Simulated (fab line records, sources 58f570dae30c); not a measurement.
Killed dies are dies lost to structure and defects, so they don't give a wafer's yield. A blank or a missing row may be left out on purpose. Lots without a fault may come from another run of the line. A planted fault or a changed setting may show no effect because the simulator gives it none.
Which tool did it? | flow berkeley_cmos170 | 6 lots, 18 wafers sampled, at 2 steps of a route of 331

WHAT THE GAUGES READ, wafer by wafer
UCB170_FIELD_THK_MEAS_02.
lot  | measured     | on            | FIELD_OXIDE_THK (nm)
L315 | day 5 06:10  | film_metro-01 | 557 556 558
L320 | day 6 08:41  | film_metro-01 | 564 565 570
L330 | day 8 02:53  | film_metro-01 | 548 538 559
L332 | day 9 09:37  | film_metro-04 | 551 542 541
L336 | day 9 15:17  | film_metro-01 | 531 536 541
L337 | day 10 03:59 | film_metro-01 | 534 542 546

WHICH TOOL RAN EACH LOT (tool, then ch and the chambers of the sampled wafers, then the start)
lot  | UCB170_ACTIVE_ETCH_15
L315 | rie_diel-04 ch 0,2, day 4 19:49
L320 | rie_diel-01 ch 1,2, day 5 23:59
L330 | rie_diel-01 ch 0,3, day 7 15:05
L332 | rie_diel-01 ch 0,2, day 8 20:52
L336 | rie_diel-03 ch 1,3, day 9 05:19
L337 | rie_diel-03 ch 0,2,3, day 9 17:00
- UCB170_ACTIVE_ETCH_15: etches Si3N4 in CH3F/Ar/O2, stops on SiO2, target depth 242 nm, time 151 s.

THE ANSWER, worked out from the rows above alone
Rule: what is usual is taken from the lots themselves. Put in order of their means at a reading, lots are off if they are a third of the lots or fewer, leave a main group of 4 or more, and stand apart from it by a gap of 3 or more times the standard deviation of the main group's means; of several such gaps the widest counts. A main group whose means are all the same, to the digits that the tables above print for the reading, isn't used. A lot without any number at a reading at which 4 lots or more have one is off too. The other lots that the step has rows for count as sound.
No lot is off at any reading shown: from this, nothing can be told.

WHAT THE SIMULATOR HAD PUT IN
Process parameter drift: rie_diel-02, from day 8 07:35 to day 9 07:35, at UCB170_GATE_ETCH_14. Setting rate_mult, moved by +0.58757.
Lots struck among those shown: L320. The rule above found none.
